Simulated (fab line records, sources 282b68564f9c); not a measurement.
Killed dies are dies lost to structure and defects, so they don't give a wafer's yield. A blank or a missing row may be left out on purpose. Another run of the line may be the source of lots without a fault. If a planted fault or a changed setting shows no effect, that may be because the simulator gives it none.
Problem report, 8D (eight disciplines) form, completed by code    flow rit cmos    the parts of the form that need people (team, actions taken, sign-off) are left out

== 1. THE ISSUE ==
Mean M1_AL_RS at RIT_M1_RS_MEAS_01: 0.0483 ohm/sq over 2 wafers in 2 lots; fault-free wafers: 0.0731 ohm/sq, standard deviation 0.00071. Measured from the usual mean, that is -35 standard deviations.
The step: measures by four-point-probe.
First seen on wafer L953.3, day 5 06:49, on film metro-02. At this step, 18 wafers from 6 lots have a number in the record. Rule for "out" (also "out of limits"): further than 4 standard deviations from the usual mean. The rest of the wafers with a number are treated as sound.

== 2. WHAT IT IS; WHAT IT IS NOT ==
question                     is                            is not
which readings at this step  M1_AL_RS                      -
which lots                   L953, L955                    L946, L947, L958, L966
which wafers of those lots   L953.3, L955.3                L953.1, L953.4, L955.1, L955.5
read on which gauges         film metro-01, film metro-02  -
when                         from day 5 06:49              up to then (8 sound wafers); but 8 sound wafers of L955, L958, L966 came after

== 3. THE SUSPECTS, EACH WITH WHAT RULES IT OUT ==
Counting: if a tool at a process step up to the reading ran every lot that is out, it stays a suspect. Sound lots after the first of them don't rule it out here, since some wafers of a struck lot are sound.
- the gauge at RIT_M1_RS_MEAS_01: ruled out. 2 gauges (film metro-01, film metro-02) read the wafers that are out.
- plasma asher-01 at RIT_CONTACT_STRIP_12 (strips in O2, time 180 s): kept. It ran every lot that is out, first L953 (day 5 05:52).
- pvd sputter-04 at RIT_M1_SPUTTER_00 (material Al, target thk 400 nm, time 500 s): kept. It processed each lot that is out (first: L953, day 5 06:31); up to then, its last sound lot is L946 (day 3 21:02).
The count leaves pvd sputter-04 at RIT_M1_SPUTTER_00 and plasma asher-01 at RIT_CONTACT_STRIP_12.

== 4. THE CAUSE (what the simulator had put in) ==
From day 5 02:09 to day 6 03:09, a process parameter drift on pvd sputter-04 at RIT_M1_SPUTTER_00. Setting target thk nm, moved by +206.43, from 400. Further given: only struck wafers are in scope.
2 suspects survive the count, and this tool is in that group.

== 5. THE CHAIN OF EFFECTS, in route order ==
Each row: a reading whose mean over the struck wafers that have a number lies more than 3 standard deviations from the usual. Scope: only readings with a usual standard deviation given in the record; hours: median across lots of the time from each lot's start at the first step in this table that gives one to its start at this step; sigmas: change in usual standard deviations.
hours  step                  reading               usual          on struck wafers  change   sigmas
0      RIT_M1_RS_MEAS_01     M1_AL_RS              0.0731 ohm/sq  0.0483            -0.0248  -35
0      RIT_M1_THK_MEAS_02    M1_AL_THK             404 nm         608               +204     +52
2      RIT_M1_METAL_ETCH_12  oes product au        0.778 a.u.     0.987             +0.209   +28
4      RIT_M1_PROBE_99       defect limited yield  97.3 %         27.9              -69.4    -53
4      RIT_M1_PROBE_99       killed_at_M0_to_M3    0.0            182.5             +182.5   +99 or more
4      RIT_M1_PROBE_99       killed dies           7              190               +184     +54
4      RIT_M1_PROBE_99       killed on rim         2.0            63.5              +61.5    +41
Its process steps:
- RIT_M1_METAL_ETCH_12: etches Al in Cl2/BCl3, stops on SiO2, time 165 s, target depth 600 nm.
- RIT_M1_PROBE_99
At these later measuring or inspecting steps, every struck wafer for which the step has a row has a number for every such reading, and none has moved that far: RIT_M1_CD_MEAS_09, RIT_M1_OVL_MEAS_10.

== 6. WHAT WOULD HAVE CAUGHT IT SOONER ==
In this record the first reading out of limits at a measuring or inspecting step was taken at day 5 06:49, 5 hours after the fault began at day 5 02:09.
Of the tool readings at RIT_M1_SPUTTER_00 for which the record gives a usual standard deviation, none was out on any struck wafer, so an alarm limit of 4 standard deviations on them would not have fired.
Lots out: 2; of these, L955 started RIT_M1_SPUTTER_00 on pvd sputter-04 after day 5 06:49. Holding the tool at that time would have saved it.
